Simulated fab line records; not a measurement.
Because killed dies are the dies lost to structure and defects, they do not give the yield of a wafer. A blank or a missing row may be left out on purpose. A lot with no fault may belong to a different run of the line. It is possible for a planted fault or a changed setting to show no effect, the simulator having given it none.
fab line records	flow ritCmos
record: lots: 6	wafers: 18	lastDay: 7
route steps=202 shown SDANNEAL@156 PSD@157 NSD@158 PLDD@159 NLDD@160 SILICIDE@161 CONTACT@168 M1@202
lots that met no fault: from a run of the same line without faults
startH: hours from the record's first day to the start of the lot's first wafer shown	waitH: how many hours have passed since the lot's step before this one	" as in the row above	L1.1+2: several wafers, shown together as one row	- no value, or no start was given	* or withheld: withheld	< > ~ a bound
route shown NAME@n: names a module that has steps shown in the file, with the first one's number in the route	usual: the fault-free wafers' mean and standard deviation	same: alike in all rows	chamber/n: place in a boat	sites: readings site by site	_std_site: the standard deviation of these	_edge_site: outer sites' mean less inner sites'	radiusMm: for every site, how far away it sits from the centre of the wafer	mask NAME#n: copy n	behind: the tool/chamber that last shaped the wafer	hold: why the lot was held/for how many hours/how that ended	device: the n, p or np transistor that did not switch	end of line: at the end of the route, the tests of the same wafers	step lacking rows: just its recipe	killed: the dies lost at the first sort to structure and to defects; this is not the yield of the wafer	map: a wafer's dies, x killed, . not, _ none there
set.NAME: the setting the step ran with; set.NAME@STEP: the setting that earlier step ran with	model.NAME: the simulator's own value behind a step, which no gauge read
a table for each step, a row for each wafer; lots at some steps of the route
services: when a tool's chamber went out of use (startH, in hours from the record's first day, below 0 if earlier), for how many hours, and the reason
== steps ==
step: RIT_SDANNEAL_RTA_03
recipe: tempC: 1050	timeS: 5	idleTempC: 600	rampUpCPerS: 342	rampDownCPerS: 171	coolToC: 600	ambient: N2
usual: rampUpCPerS: 341.99/0.062	wafer_temp_C_max: 1053.4/1.2
lot.wafer	tool	chamber	startH	waitH	rampUpCPerS	wafer_temp_C_max
L456.3	rtpAnneal-01	0	65.22	0.0	341.90	1054.3
L456.5	"	0	"	"	341.97	1053.8
L456.6	"	0	"	"	342.14	1053.4
L467.3	rtpAnneal-02	0	126.73	0.0	341.96	1051.4
L467.4	"	0	"	"	342.04	1052.7
L467.5	"	0	"	"	341.88	1054.0
L468.4	rtpAnneal-01	0	132.49	0.0	341.95	1054.0
L468.5	"	0	"	"	341.94	1053.8
L468.6	"	0	"	"	342.03	1052.6
L469.3	rtpAnneal-02	0	132.86	0.0	342.03	1054.0
L469.4	"	0	"	"	342.11	1057.0
L469.5	"	0	"	"	342.05	1052.6
L471.1	rtpAnneal-02	0	143.21	0.0	342.06	1055.6
L471.3	"	0	"	"	342.08	1055.0
L471.5	"	0	"	"	342.00	1055.1
L478.3	rtpAnneal-01	0	170.79	0.0	342.04	1053.2
L478.4	"	0	"	"	342.05	1053.7
L478.6	"	0	"	"	341.96	1051.7
step: RIT_SDANNEAL_RS_MEAS_04
recipe: thkMeasGauge: four-point-probe
usual: PSD_RS: 116.06/0.29
lot.wafer	tool	chamber	startH	waitH	PSD_RS[ohm/sq]
L456.3	filmMetro-04	-	65.30	0.1	115.95
L456.5	"	-	"	"	116.00
L456.6	"	-	"	"	116.01
L467.3	filmMetro-03	-	126.81	0.1	115.87
L467.4	"	-	"	"	115.61
L467.5	"	-	"	"	115.69
L468.4	filmMetro-02	-	132.58	0.1	116.36
L468.5	"	-	"	"	116.57
L468.6	"	-	"	"	116.44
L469.3	filmMetro-03	-	132.94	0.1	115.73
L469.4	"	-	"	"	115.82
L469.5	"	-	"	"	115.64
L471.1	filmMetro-02	-	143.27	0.0	116.49
L471.3	"	-	"	"	116.37
L471.5	"	-	"	"	116.13
L478.3	filmMetro-02	-	170.87	0.1	115.83
L478.4	"	-	"	"	115.95
L478.6	"	-	"	"	115.80
step: RIT_SDANNEAL_RS_MEAS_05
recipe: thkMeasGauge: four-point-probe
usual: NSD_RS: 84.43/0.28
lot.wafer	tool	chamber	startH	waitH	NSD_RS[ohm/sq]
L456.3	filmMetro-04	-	65.42	0.1	84.43
L456.5	"	-	"	"	84.11
L456.6	"	-	"	"	84.33
L467.3	filmMetro-03	-	126.93	0.1	83.69
L467.4	"	-	"	"	83.95
L467.5	"	-	"	"	83.86
L468.4	filmMetro-02	-	132.70	0.1	84.31
L468.5	"	-	"	"	84.28
L468.6	"	-	"	"	84.02
L469.3	filmMetro-03	-	133.06	0.1	84.03
L469.4	"	-	"	"	84.03
L469.5	"	-	"	"	84.18
L471.1	filmMetro-02	-	143.39	0.1	84.82
L471.3	"	-	"	"	84.45
L471.5	"	-	"	"	84.49
L478.3	filmMetro-02	-	170.99	0.1	84.55
L478.4	"	-	"	"	84.55
L478.6	"	-	"	"	84.66
step: RIT_SDANNEAL_RS_MEAS_06
recipe: thkMeasGauge: four-point-probe
usual: PLDD_RS: 178.8/0.47
lot.wafer	tool	chamber	startH	waitH	PLDD_RS[ohm/sq]
L456.3	filmMetro-04	-	65.54	0.1	178.4
L456.5	"	-	"	"	179.3
L456.6	"	-	"	"	178.9
L467.3	filmMetro-03	-	127.05	0.1	178.6
L467.4	"	-	"	"	178.4
L467.5	"	-	"	"	178.6
L468.4	filmMetro-02	-	132.82	0.1	179.1
L468.5	"	-	"	"	179.1
L468.6	"	-	"	"	179.1
L469.3	filmMetro-03	-	133.18	0.1	178.5
L469.4	"	-	"	"	178.5
L469.5	"	-	"	"	178.5
L471.1	filmMetro-02	-	143.51	0.1	178.9
L471.3	"	-	"	"	178.9
L471.5	"	-	"	"	179.0
L478.3	filmMetro-02	-	171.11	0.1	179.0
L478.4	"	-	"	"	178.8
L478.6	"	-	"	"	179.4
step: RIT_SDANNEAL_RS_MEAS_07
recipe: thkMeasGauge: four-point-probe
usual: NLDD_RS: 152.7/0.54
lot.wafer	tool	chamber	startH	waitH	NLDD_RS[ohm/sq]
L456.3	filmMetro-04	-	65.66	0.1	152.4
L456.5	"	-	"	"	152.5
L456.6	"	-	"	"	152.7
L467.3	filmMetro-03	-	127.17	0.1	151.6
L467.4	"	-	"	"	152.2
L467.5	"	-	"	"	151.3
L468.4	filmMetro-02	-	132.94	0.1	153.3
L468.5	"	-	"	"	152.9
L468.6	"	-	"	"	152.9
L469.3	filmMetro-03	-	133.30	0.1	152.7
L469.4	"	-	"	"	152.3
L469.5	"	-	"	"	152.2
L471.1	filmMetro-02	-	143.63	0.1	152.7
L471.3	"	-	"	"	152.6
L471.5	"	-	"	"	152.6
L478.3	filmMetro-02	-	171.23	0.1	152.9
L478.4	"	-	"	"	152.9
L478.6	"	-	"	"	152.7
step: RIT_SILICIDE_WET_ETCH_00
recipe: chemistry: BOE	target: SiO2	targetDepthNm: 14	timeS: 15.47	dry: n2Spin	dilution: 10:1	tempC: 21.5
step: RIT_SILICIDE_SPUTTER_01
recipe: material: Ti	targetThkNm: 30	powerW: 350	chamberPressurePa: 0.667	gas: Ar	timeS: 240	substrateTempC: 25
usual: substrateTempC: 24.97/0.12	throttleValvePct: 29.9/1.3
lot.wafer	tool	chamber	startH	waitH	substrateTempC	throttleValvePct
L456.3	pvdSputter-01	-	65.75	0.0	25.06	29.5
L456.5	"	-	"	"	24.96	29.3
L456.6	"	-	"	"	25.01	27.1
L467.3	pvdSputter-01	-	127.26	0.0	25.06	27.4
L467.4	"	-	"	"	24.98	29.0
L467.5	"	-	"	"	25.02	29.5
L468.4	pvdSputter-02	-	133.02	0.0	25.02	30.8
L468.5	"	-	"	"	25.09	31.8
L468.6	"	-	"	"	25.15	30.6
L469.3	pvdSputter-01	-	133.40	0.0	25.03	29.5
L469.4	"	-	"	"	24.64	29.3
L469.5	"	-	"	"	24.83	29.2
L471.1	pvdSputter-01	-	143.77	0.0	24.92	27.2
L471.3	"	-	"	"	24.88	29.5
L471.5	"	-	"	"	25.04	29.4
L478.3	pvdSputter-02	-	171.32	0.0	25.01	31.3
L478.4	"	-	"	"	24.87	30.7
L478.6	"	-	"	"	24.86	31.3
step: RIT_SILICIDE_RS_MEAS_02
recipe: thkMeasGauge: four-point-probe	reads: Ti_of_SILICIDE_SPUTTER_01
usual: SILICIDE_TI_RS: 48.0/0.69
lot.wafer	tool	chamber	startH	waitH	SILICIDE_TI_RS[ohm/sq]
L456.3	filmMetro-04	-	65.94	0.1	48.2
L456.5	"	-	"	"	47.8
L456.6	"	-	"	"	47.7
L467.3	filmMetro-01	-	127.45	0.1	47.0
L467.4	"	-	"	"	46.6
L467.5	"	-	"	"	47.6
L468.4	filmMetro-01	-	133.23	0.1	47.5
L468.5	"	-	"	"	47.7
L468.6	"	-	"	"	47.8
L469.3	filmMetro-04	-	133.59	0.1	48.6
L469.4	"	-	"	"	48.9
L469.5	"	-	"	"	48.6
L471.1	filmMetro-01	-	143.93	0.1	47.6
L471.3	"	-	"	"	48.3
L471.5	"	-	"	"	48.3
L478.3	filmMetro-01	-	171.51	0.1	48.3
L478.4	"	-	"	"	48.0
L478.6	"	-	"	"	48.2
step: RIT_SILICIDE_THK_MEAS_03
recipe: thkMeasGauge: xrf	reads: Ti_of_SILICIDE_SPUTTER_01
usual: SILICIDE_TI_THK: 30.2/0.39
lot.wafer	tool	chamber	startH	waitH	SILICIDE_TI_THK[nm]
L456.3	filmMetro-04	-	66.04	0.1	30.4
L456.5	"	-	"	"	30.5
L456.6	"	-	"	"	30.7
L467.3	filmMetro-01	-	127.55	0.1	30.5
L467.4	"	-	"	"	30.9
L467.5	"	-	"	"	30.1
L468.4	filmMetro-01	-	133.32	0.1	30.3
L468.5	"	-	"	"	30.2
L468.6	"	-	"	"	30.1
L469.3	filmMetro-04	-	133.69	0.1	30.0
L469.4	"	-	"	"	30.1
L469.5	"	-	"	"	30.1
L471.1	filmMetro-01	-	144.05	0.1	30.3
L471.3	"	-	"	"	29.9
L471.5	"	-	"	"	29.8
L478.3	filmMetro-01	-	171.61	0.1	29.8
L478.4	"	-	"	"	30.1
L478.6	"	-	"	"	30.0
step: RIT_SILICIDE_RTA_04
recipe: tempC: 650	timeS: 10	idleTempC: 25	rampUpS: 5	rampDownS: 5	coolToC: 25	ambient: N2
usual: wafer_temp_C_max: 653.5/0.71
lot.wafer	tool	chamber	startH	waitH	wafer_temp_C_max
L456.3	rtpAnneal-01	0	66.10	0.1	654.3
L456.5	"	0	"	"	653.2
L456.6	"	0	"	"	652.8
L467.3	rtpAnneal-01	0	127.61	0.1	654.8
L467.4	"	0	"	"	654.2
L467.5	"	0	"	"	654.0
L468.4	rtpAnneal-01	0	133.38	0.1	653.2
L468.5	"	0	"	"	654.2
L468.6	"	0	"	"	654.8
L469.3	rtpAnneal-01	0	133.75	0.1	653.4
L469.4	"	0	"	"	653.5
L469.5	"	0	"	"	655.1
L471.1	rtpAnneal-01	0	144.11	0.1	654.0
L471.3	"	0	"	"	653.3
L471.5	"	0	"	"	653.8
L478.3	rtpAnneal-02	0	171.67	0.1	653.7
L478.4	"	0	"	"	653.7
L478.6	"	0	"	"	652.6
step: RIT_SILICIDE_WET_ETCH_05
recipe: chemistry: SPM	target: Ti	tempC: 90	timeS: 120	dry: n2Spin
step: RIT_SILICIDE_RTA_06
recipe: tempC: 750	timeS: 10	idleTempC: 25	rampUpS: 5	rampDownS: 10	coolToC: 25	ambient: N2
usual: wafer_temp_C_max: 753.8/0.76
lot.wafer	tool	chamber	startH	waitH	wafer_temp_C_max
L456.3	rtpAnneal-02	0	66.21	0.0	753.5
L456.5	"	0	"	"	752.9
L456.6	"	0	"	"	754.2
L467.3	rtpAnneal-02	0	127.73	0.0	753.0
L467.4	"	0	"	"	754.3
L467.5	"	0	"	"	753.2
L468.4	rtpAnneal-02	0	133.49	0.0	753.4
L468.5	"	0	"	"	754.5
L468.6	"	0	"	"	753.4
L469.3	rtpAnneal-02	0	133.86	0.0	754.1
L469.4	"	0	"	"	753.3
L469.5	"	0	"	"	754.2
L471.1	rtpAnneal-02	0	144.23	0.0	754.6
L471.3	"	0	"	"	753.9
L471.5	"	0	"	"	754.4
L478.3	rtpAnneal-01	0	171.79	0.0	752.9
L478.4	"	0	"	"	754.7
L478.6	"	0	"	"	754.8
step: RIT_CONTACT_CVD_00
recipe: material: SiO2	targetThkNm: 400	precursor: TEOS	tempC: 390	timeS: 59.75	rfW: 400
usual: heaterPowerW: 340/47
lot.wafer	tool	chamber	startH	waitH	heaterPowerW	model.SiO2_of_CONTACT_CVD_00.thkNm
L456.3	pecvd-03	2	66.26	0.0	428	391.6
L456.5	"	2	"	"	323	400
L456.6	"	0	"	"	401	402.7
L467.3	pecvd-04	2	127.77	0.0	322	386.8
L467.4	"	0	"	"	373	397.5
L467.5	"	2	"	"	340	397.7
L468.4	pecvd-03	2	133.55	0.0	424	394.2
L468.5	"	0	"	"	386	554.5
L468.6	"	1	"	"	337	396.1
L469.3	pecvd-01	2	133.90	0.0	376	383.8
L469.4	"	0	"	"	300	388.2
L469.5	"	1	"	"	315	392.6
L471.1	pecvd-03	0	144.29	0.1	370	550.8
L471.3	"	0	"	"	384	553.9
L471.5	"	2	"	"	326	394
L478.3	pecvd-01	1	171.83	0.0	303	390.7
L478.4	"	1	"	"	320	399.1
L478.6	"	0	"	"	374	396.4
step: RIT_CONTACT_THK_MEAS_01
recipe: reads: SiO2_of_CONTACT_CVD_00
usual: CONTACT_TEOS_THK: 391/4.7
lot.wafer	tool	chamber	startH	waitH	CONTACT_TEOS_THK[nm]
L456.3	filmMetro-02	-	66.33	0.0	392
L456.5	"	-	"	"	400
L456.6	"	-	"	"	403
L467.3	filmMetro-02	-	127.84	0.0	387
L467.4	"	-	"	"	397
L467.5	"	-	"	"	398
L468.4	filmMetro-02	-	133.60	0.0	394
L468.5	"	-	"	"	554
L468.6	"	-	"	"	396
L469.3	filmMetro-04	-	133.97	0.0	384
L469.4	"	-	"	"	388
L469.5	"	-	"	"	393
L471.1	filmMetro-02	-	144.37	0.1	551
L471.3	"	-	"	"	554
L471.5	"	-	"	"	394
L478.3	filmMetro-04	-	171.90	0.0	391
L478.4	"	-	"	"	399
L478.6	"	-	"	"	396
step: RIT_CONTACT_HMDS_02
recipe: primeTimeS: 60	primeTempC: 140
step: RIT_CONTACT_COAT_03
recipe: resist: NOVOLAK	spinRpm: 3250	resistThkNm: 1000
step: RIT_CONTACT_SOFTBAKE_04
recipe: resist: NOVOLAK	tempC: 90	timeS: 60
step: RIT_CONTACT_EXPOSE_05
recipe: maskId: M11	na: 0.6	sourceShape: conventional	sigmaOuter: 0.5	targetCdNm: 1000	doseMj: 250
step: RIT_CONTACT_PEB_06
recipe: resist: NOVOLAK	tempC: withheld	timeS: withheld
step: RIT_CONTACT_DEVELOP_07
recipe: resist: NOVOLAK	developTimeS: 120	devTempC: 23
step: RIT_CONTACT_CD_MEAS_08
recipe: targetCdNm: 1000
usual: cdNm: 1000.3/2
lot.wafer	tool	chamber	startH	waitH	cdNm
L456.3	cdSem-01	-	67.50	-	1002.3
L456.5	"	-	"	"	1001.8
L456.6	"	-	"	"	1003.4
L467.3	cdSem-01	-	129.01	-	1002.3
L467.4	"	-	"	"	1000.2
L467.5	"	-	"	"	999.2
L468.4	cdSem-01	-	134.99	-	999.2
L468.5	"	-	"	"	1002.0
L468.6	"	-	"	"	1001.9
L469.3	cdSem-02	-	135.25	-	1002.2
L469.4	"	-	"	"	1002.6
L469.5	"	-	"	"	1003.0
L471.1	cdSem-01	-	145.52	-	1001.4
L471.3	"	-	"	"	1000.3
L471.5	"	-	"	"	998.9
L478.3	cdSem-01	-	173.11	-	999.8
L478.4	"	-	"	"	1002.1
L478.6	"	-	"	"	1002.5
step: RIT_CONTACT_OVL_MEAS_09
usual: CONTACT_OVL: -0.1/1.2
lot.wafer	tool	chamber	startH	waitH	CONTACT_OVL[nm]
L456.3	overlay-02	-	67.59	0.1	-1.2
L456.5	"	-	"	"	-0.1
L456.6	"	-	"	"	-0.6
L467.3	overlay-01	-	129.10	0.1	0.3
L467.4	"	-	"	"	-0.9
L467.5	"	-	"	"	-0.8
L468.4	overlay-01	-	135.07	0.1	1.9
L468.5	"	-	"	"	-0.5
L468.6	"	-	"	"	0.0
L469.3	overlay-01	-	135.35	0.1	-1.5
L469.4	"	-	"	"	0.9
L469.5	"	-	"	"	-0.1
L471.1	overlay-02	-	145.64	0.1	-1.0
L471.3	"	-	"	"	-0.6
L471.5	"	-	"	"	-1.0
L478.3	overlay-02	-	173.20	0.1	2.0
L478.4	"	-	"	"	-0.3
L478.6	"	-	"	"	1.3
step: RIT_CONTACT_HARDBAKE_10
recipe: resist: NOVOLAK	tempC: 140	timeS: 60
step: RIT_CONTACT_ETCH_11
recipe: targetDepthA: 4800	overEtchFrac: 0.2	stopOn: TiSi2	chemistry: CHF3/CF4/Ar	target: SiO2	CHF3_flow_sccm: 50	cf4FlowSccm: 10	Ar_flow_sccm: 100	O2_flow_sccm: 5	pressureMtorr: 100	rfW: 200	timeS: 320
usual: chamberPressureMTorr: 100.01/0.087	drypumpMotorCurrentA: 5.9/0.33	oesProductAu: 0.985/0.015	throttleValvePct: 8.92/0.11
lot.wafer	tool	chamber	startH	waitH	chamberPressureMTorr	drypumpMotorCurrentA	oesProductAu	rfHoursCounterH	throttleValvePct	model.etch.depthNm	model.CONTACT.featureDepthNm
L456.3	rieDiel-03	2	67.76	0.1	100.14	5.8	0.993	104	8.91	391.6	391.6
L456.5	"	1	"	"	99.85	6.2	0.959	-	9.07	400	400
L456.6	"	2	"	"	99.93	5.8	0.999	-	8.90	402.7	402.7
L467.3	rieDiel-04	1	129.39	0.1	99.98	6.2	0.961	122	8.84	386.8	386.8
L467.4	"	0	"	"	100.00	4.7	0.983	79	9.09	397.5	397.5
L467.5	"	2	"	"	100.04	6.4	0.988	-	8.89	397.7	397.7
L468.4	rieDiel-04	2	135.23	0.1	99.91	6.3	0.981	4	8.90	394.2	394.2
L468.5	"	3	"	"	99.98	5.9	0.984	-	8.77	476.1	476.1
L468.6	"	0	"	"	100.08	4.8	0.975	-	9.10	396.1	396.1
L469.3	rieDiel-03	0	135.52	0.1	99.90	5.9	1.014	83	8.73	383.8	383.8
L469.4	"	2	"	"	100.08	5.8	0.995	-	8.90	388.2	388.2
L469.5	"	0	"	"	99.88	5.9	1.004	-	8.71	392.6	392.6
L471.1	rieDiel-03	0	145.83	0.1	100.10	5.9	1.022	83	8.71	478.7	478.7
L471.3	"	1	"	"	100.06	6.2	0.982	85	9.05	469.2	469.2
L471.5	"	1	"	"	99.98	6.2	0.973	-	9.06	394	394
L478.3	rieDiel-03	1	173.46	0.1	100.02	6.2	0.973	86	9.06	390.7	390.7
L478.4	"	2	"	"	99.86	5.8	0.996	106	8.90	399.1	399.1
L478.6	"	0	"	"	99.99	5.8	1.010	-	8.71	396.4	396.4
step: RIT_CONTACT_STRIP_12
recipe: chemistry: O2	timeS: 180	resist: NOVOLAK	platenTempC: withheld	powerW: 500	pressureMtorr: 4000	o2FlowSccm: 4000
usual: chamberPressureMTorr: 4000/3.4	drypumpMotorCurrentA: 5.3/0.36
lot.wafer	tool	chamber	startH	waitH	chamberPressureMTorr	drypumpMotorCurrentA	rfHoursCounterH
L456.3	plasmaAsher-02	1	68.02	0.2	3999	5.3	-
L456.5	"	1	"	"	3998	5.4	-
L456.6	"	0	"	"	4004	5.3	-
L467.3	plasmaAsher-01	1	129.64	0.2	3999	4.9	-
L467.4	"	0	"	"	4001	5.0	-
L467.5	"	1	"	"	3997	4.9	-
L468.4	plasmaAsher-02	0	135.49	0.2	3996	5.3	-
L468.5	"	0	"	"	4003	5.3	-
L468.6	"	1	"	"	3995	5.4	-
L469.3	plasmaAsher-01	0	135.77	0.2	4002	5.1	-
L469.4	"	1	"	"	3995	4.9	-
L469.5	"	1	"	"	3997	4.9	-
L471.1	plasmaAsher-02	0	146.02	0.1	4004	5.3	54
L471.3	"	1	"	"	4002	5.3	-
L471.5	"	0	"	"	4000	5.4	-
L478.3	plasmaAsher-01	0	173.72	0.2	3999	5.0	-
L478.4	"	1	"	"	3998	4.9	-
L478.6	"	0	"	"	4005	5.0	-
step: RIT_CONTACT_CD_MEAS_90
recipe: targetCdNm: 1000
usual: cdNm: 1000.2/1.9
lot.wafer	tool	chamber	startH	waitH	cdNm
L456.3	cdSem-02	-	68.17	0.1	1002.5
L456.5	"	-	"	"	1001.9
L456.6	"	-	"	"	1003.0
L467.3	cdSem-02	-	129.80	0.1	1001.6
L467.4	"	-	"	"	1000.8
L467.5	"	-	"	"	998.8
L468.4	cdSem-01	-	135.66	0.1	999.1
L468.5	"	-	"	"	1002.4
L468.6	"	-	"	"	1002.1
L469.3	cdSem-01	-	135.93	0.1	1002.3
L469.4	"	-	"	"	1002.3
L469.5	"	-	"	"	1003.2
L471.1	cdSem-01	-	146.20	0.1	1001.0
L471.3	"	-	"	"	1000.6
L471.5	"	-	"	"	999.1
L478.3	cdSem-02	-	173.87	0.1	999.7
L478.4	"	-	"	"	1001.7
L478.6	"	-	"	"	1002.7
step: RIT_CONTACT_CLEAN_13
recipe: chemistry: SC1	mix: 3:3:50	timeS: 600	tempC: 75
lot.wafer	tool	chamber	startH	waitH	model.SiO2_of_CONTACT_CVD_00.thkNm
L456.3	wetBench-01	3	68.25	0.1	387.6
L456.5	"	3	"	"	396
L456.6	"	3	"	"	398.7
L467.3	wetBench-01	3	129.88	0.1	382.7
L467.4	"	3	"	"	393.4
L467.5	"	3	"	"	393.7
L468.4	wetBench-03	2	135.72	0.0	390
L468.5	"	2	"	"	550.4
L468.6	"	2	"	"	392
L469.3	wetBench-01	1	136.01	0.1	379.6
L469.4	"	1	"	"	384
L469.5	"	1	"	"	388.5
L471.1	wetBench-02	0	146.32	0.1	546.7
L471.3	"	0	"	"	549.9
L471.5	"	0	"	"	389.9
L478.3	wetBench-02	0	173.95	0.1	386.7
L478.4	"	0	"	"	395.1
L478.6	"	0	"	"	392.4
step: RIT_CONTACT_CLEAN_14
recipe: chemistry: SC2	mix: 3:3:50	timeS: 600	tempC: 75	dry: n2Spin
step: RIT_M1_PROBE_99
usual: killed_at_M0_to_M3: 0.0/0.12	killedAtContacts: 0.1/0.25	killedAtFrontEnd: 7/3.2	killedDies: 7/3.2	killedOnRim: 2.1/1.5	killedOpen: 3.5/2.2	killedShort: 3.6/2.1
same: grossDies: 264	killed_at_M4_up: 0	killedAtBackSide: 0	killedAtOther: 0
lot.wafer	tool	chamber	startH	waitH	killed_at_M0_to_M3	killedAtContacts	killedAtFrontEnd	killedDies	killedOnRim	killedOpen	killedShort
L456.3	prober-01	-	72.91	0.2	0	0	8	8	6	4	4
L456.5	prober-01	-	73.01	0.2	0	0	6	6	3	5	1
L456.6	prober-01	-	73.06	0.2	0	0	3	3	2	1	2
L467.3	prober-02	-	134.95	0.2	0	0	12	12	2	2	10
L467.4	prober-02	-	135.00	0.2	0	0	5	5	2	1	4
L467.5	prober-02	-	135.05	0.2	0	0	4	4	1	2	2
L468.4	prober-01	-	140.41	0.2	0	0	8	8	0	4	4
L468.5	prober-01	-	140.46	0.2	0	259	5	264	70	3	2
L468.6	prober-01	-	140.51	0.2	0	0	5	5	3	2	3
L469.3	prober-02	-	141.86	0.2	0	0	7	7	0	1	6
L469.4	prober-02	-	141.91	0.2	0	0	12	12	6	5	7
L469.5	prober-02	-	141.96	0.2	0	1	6	7	3	3	4
L471.1	prober-02	-	151.22	0.1	0	257	7	264	70	3	5
L471.3	prober-02	-	151.32	0.2	0	254	10	264	70	5	5
L471.5	prober-02	-	151.42	0.2	1	0	5	6	1	3	3
L478.3	prober-01	-	178.46	0.2	0	0	4	4	1	0	4
L478.4	prober-01	-	178.51	0.2	0	0	5	5	0	3	2
L478.6	prober-01	-	178.61	0.2	0	0	11	11	2	2	9
killed by level:class
L456.3 GATE:geometricParticle:open=3 GATE:geometricParticle:short=2 REOX:geometricParticle:short=1 REOX:geometricParticle:open=1 SPACER:geometricParticle:short=1
L456.5 SILICIDE:geometricParticle:open=2 FOX1:geometricParticle:open=1 FOX1:geometricParticle:short=1 GATE:geometricParticle:open=1 SPACER:geometricParticle:open=1
L456.6 FOX1:geometricParticle:short=1 GATE:geometricParticle:open=1 SILICIDE:geometricParticle:short=1
L467.3 SILICIDE:geometricParticle:short=5 FOX2:geometricParticle:short=2 GATE:geometricParticle:short=2 FOX1:geometricParticle:short=1 GATE:geometricParticle:open=1 SPACER:geometricParticle:open=1
L467.4 GATE:geometricParticle:short=3 FOX1:geometricParticle:open=1 SPACER:geometricParticle:short=1
L467.5 GATE:geometricParticle:short=2 GATE:geometricParticle:open=1 SPACER:geometricParticle:open=1
L468.4 SPACER:geometricParticle:short=3 GATE:geometricParticle:open=2 FOX1:geometricParticle:open=1 GATE:geometricParticle:short=1 REOX:geometricParticle:open=1
L468.5 CONTACT:areaEtch=259 FOX1:geometricParticle:open=1 FOX2:geometricParticle:open=1 REOX:geometricParticle:short=1 SPACER:geometricParticle:open=1 SILICIDE:geometricParticle:short=1
L468.6 SPACER:geometricParticle:short=2 FOX1:geometricParticle:open=1 GATE:geometricParticle:short=1 SPACER:geometricParticle:open=1
L469.3 GATE:geometricParticle:short=4 FOX1:geometricParticle:open=1 REOX:geometricParticle:short=1 SILICIDE:geometricParticle:short=1
L469.4 FOX1:geometricParticle:short=2 FOX1:geometricParticle:open=2 SILICIDE:geometricParticle:short=2 FOX2:geometricParticle:short=1 FOX2:geometricParticle:open=1 REOX:geometricParticle:short=1 SPACER:geometricParticle:short=1 SPACER:geometricParticle:open=1
L469.5 GATE:geometricParticle:short=2 GATE:geometricParticle:open=2 FOX2:geometricParticle:short=1 REOX:geometricParticle:open=1 CONTACT:geometricParticle:short=1
L471.1 CONTACT:areaEtch=256 SPACER:geometricParticle:short=2 SPACER:geometricParticle:open=2 FOX1:geometricParticle:short=1 SILICIDE:geometricParticle:open=1 SILICIDE:geometricParticle:short=1 CONTACT:geometricParticle:short=1
L471.3 CONTACT:areaEtch=254 GATE:geometricParticle:short=3 FOX1:geometricParticle:open=2 GATE:geometricParticle:open=2 REOX:geometricParticle:open=1 REOX:geometricParticle:short=1 SPACER:geometricParticle:short=1
L471.5 FOX1:geometricParticle:short=1 FOX2:geometricParticle:open=1 REOX:geometricParticle:open=1 SILICIDE:geometricParticle:short=1 SILICIDE:geometricParticle:open=1 M1:geometricParticle:short=1
L478.3 FOX1:geometricParticle:short=2 GATE:geometricParticle:short=2
L478.4 FOX1:geometricParticle:open=3 FOX1:geometricParticle:short=1 GATE:geometricParticle:short=1
L478.6 SPACER:geometricParticle:short=3 FOX1:geometricParticle:short=2 GATE:geometricParticle:open=2 SILICIDE:geometricParticle:short=2 FOX2:geometricParticle:short=1 GATE:geometricParticle:short=1
map L468.5 (x killed, . not)
________xxxxxxx_______
_____xxxxxxxxxxxxx____
____xxxxxxxxxxxxxxx___
___xxxxxxxxxxxxxxxxx__
__xxxxxxxxxxxxxxxxxxx_
__xxxxxxxxxxxxxxxxxxx_
_xxxxxxxxxxxxxxxxxxxxx
_xxxxxxxxxxxxxxxxxxxxx
_xxxxxxxxxxxxxxxxxxxxx
_xxxxxxxxxxxxxxxxxxxxx
__xxxxxxxxxxxxxxxxxxx_
__xxxxxxxxxxxxxxxxxxx_
___xxxxxxxxxxxxxxxxx__
____xxxxxxxxxxxxxxx___
_____xxxxxxxxxxxxx____
________xxxxxxx_______
map L471.1 (x killed, . not)
________xxxxxxx_______
_____xxxxxxxxxxxxx____
____xxxxxxxxxxxxxxx___
___xxxxxxxxxxxxxxxxx__
__xxxxxxxxxxxxxxxxxxx_
__xxxxxxxxxxxxxxxxxxx_
_xxxxxxxxxxxxxxxxxxxxx
_xxxxxxxxxxxxxxxxxxxxx
_xxxxxxxxxxxxxxxxxxxxx
_xxxxxxxxxxxxxxxxxxxxx
__xxxxxxxxxxxxxxxxxxx_
__xxxxxxxxxxxxxxxxxxx_
___xxxxxxxxxxxxxxxxx__
____xxxxxxxxxxxxxxx___
_____xxxxxxxxxxxxx____
________xxxxxxx_______
== services ==
tool	chamber	startH	hours	kind
pecvd-03	-	49.22	0.8	pm
rieDiel-04	2	62.58	1.5	repair
rtpAnneal-02	-	80.50	6.7	pm
pecvd-03	1	94.74	8.4	repair
rieDiel-03	2	99.34	4.8	repair
rieDiel-04	3	103.86	3.8	repair
rieDiel-03	-	105.01	0.9	repair
rieDiel-03	3	124.09	15.3	repair
pecvd-03	1	142.16	7.6	repair
plasmaAsher-01	-	160.90	2.8	pm
pecvd-03	-	164.47	2.8	pm
== key ==
firstSign: step: RIT_CONTACT_THK_MEAS_01	reading: CONTACT_TEOS_THK	direction: up	sigmas: 34	usual: 391	struck: 553
effect: step: RIT_M1_PROBE_99	reading: killedAtContacts	direction: up	sigmas: 99+	usual: 0.1	struck: 256.7
modelEffect: step: RIT_CONTACT_CVD_00	value: SiO2_of_CONTACT_CVD_00.thkNm	without: 396.2	struck: 553.1
modelEffect: step: RIT_CONTACT_ETCH_11	value: etch.depthNm	without: 396.2	struck: 474.7
modelEffect: step: RIT_CONTACT_CLEAN_13	value: SiO2_of_CONTACT_CVD_00.thkNm	without: 392.1	struck: 549
moreKillsBornAt: RIT_CONTACT_ETCH_11@rieDiel-03: 510	RIT_CONTACT_ETCH_11@rieDiel-04: 259
metAt RIT_CONTACT_CVD_00
struckWafers L468.5,L471.1,L471.3
laterRowsLeftOut L468.5,L471.1,L471.3
testerLeftOut L468,L471
onsetBetween 66.26 133.55
fault: kind: processParameterDrift	tool: pecvd-03	chamber: 0	onsetH: 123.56	steps: RIT_CONTACT_CVD_00	channel: targetThkNm	offset: 160	shape: step	endH: 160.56	stated: 400
testerLeftOut: of these lots the tester's yield and bins aren't shown, on N5 and GAA mostly nor the transistor test; their killed dies are dies lost to structure and defects alone, not to doping, threshold or leakage, so they don't give the yield
laterRowsLeftOut: the simulator's readings of these wafers behind a module that went badly wrong aren't trusted and aren't shown, but for the sort
